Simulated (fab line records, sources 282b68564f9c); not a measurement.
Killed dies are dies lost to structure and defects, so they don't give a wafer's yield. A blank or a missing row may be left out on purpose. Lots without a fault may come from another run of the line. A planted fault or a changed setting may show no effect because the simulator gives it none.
Problem report in the 8D (eight disciplines) form, filled by code | flow rit_cmos | the parts of the form that need people (team, actions taken, sign-off) are left out

1. THE PROBLEM
heater_power_total_W at RIT_M1_HARDBAKE_11 reads a mean of 52.54 W on 9 wafers of 3 lots; wafers without a fault read 52.04 W with a standard deviation of 0.061. That is +8.1 standard deviations from the usual mean.
The step: time 120 s.
First seen on wafer L356.1, day 6 21:09, on litho_track-01. The record holds 45 wafers of 15 lots with a number at this step. Rule for "out", or "out of limits": more than 4 standard deviations from the usual mean. The other wafers with a number count as sound.

2. WHAT IT IS AND WHAT IT IS NOT
question                    | is                                 | is not
which readings at this step | heater_power_total_W, plate_temp_C | -
which lots                  | L356, L357, L358                   | L340, L341, L342, L343, L345, L347, L351, L353, L355, L360, L361, L362
which wafers of those lots  | all that have a number             | -
read on which tools         | litho_track-01                     | litho_track-03, litho_track-04
when                        | from day 6 21:09                   | up to then (27 sound wafers); but 9 sound wafers of L360, L361, L362 came after

3. SUSPECTS, AND WHAT RULES EACH OUT
Counting: a tool at a process step up to the reading stays a suspect if it ran every lot that is out and no sound lot after the first of them.
- litho_track-01 at RIT_M1_HARDBAKE_11 (time 120 s): kept. It ran every lot that is out, first L356 (day 6 21:09), and no sound lot after that; its last sound lot up to then is L355 (day 6 16:38). Its own readings are out on those wafers: heater_power_total_W, plate_temp_C.
Left after counting: litho_track-01 at RIT_M1_HARDBAKE_11.

4. THE CAUSE (what the simulator had put in)
Process parameter drift: litho_track-01, from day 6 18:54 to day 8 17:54, at RIT_M1_HARDBAKE_11. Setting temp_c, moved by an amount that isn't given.
Counting left only this tool.

5. THE CHAIN OF EFFECTS, in route order
Each row: a reading whose mean over the struck wafers that have a number lies more than 3 standard deviations from the usual. Only readings for which the record gives a usual standard deviation are gone through. hours: the time from each lot's start at the first step in this table that gives one to its start at this step, as a median over the lots. sigmas: the change in usual standard deviations.
hours | step               | reading              | usual    | on struck wafers | change | sigmas
0     | RIT_M1_HARDBAKE_11 | heater_power_total_W | 52.04 W  | 52.54            | +0.50  | +8.1
0     | RIT_M1_HARDBAKE_11 | plate_temp_C         | 140.00 C | 141.00           | +1.00  | +6.7
The process steps in it:
- RIT_M1_HARDBAKE_11: time 120 s.

6. WHAT WOULD HAVE CAUGHT IT SOONER
In this record the first reading out of limits was taken at day 6 21:09, 2 hours after the fault began at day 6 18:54.
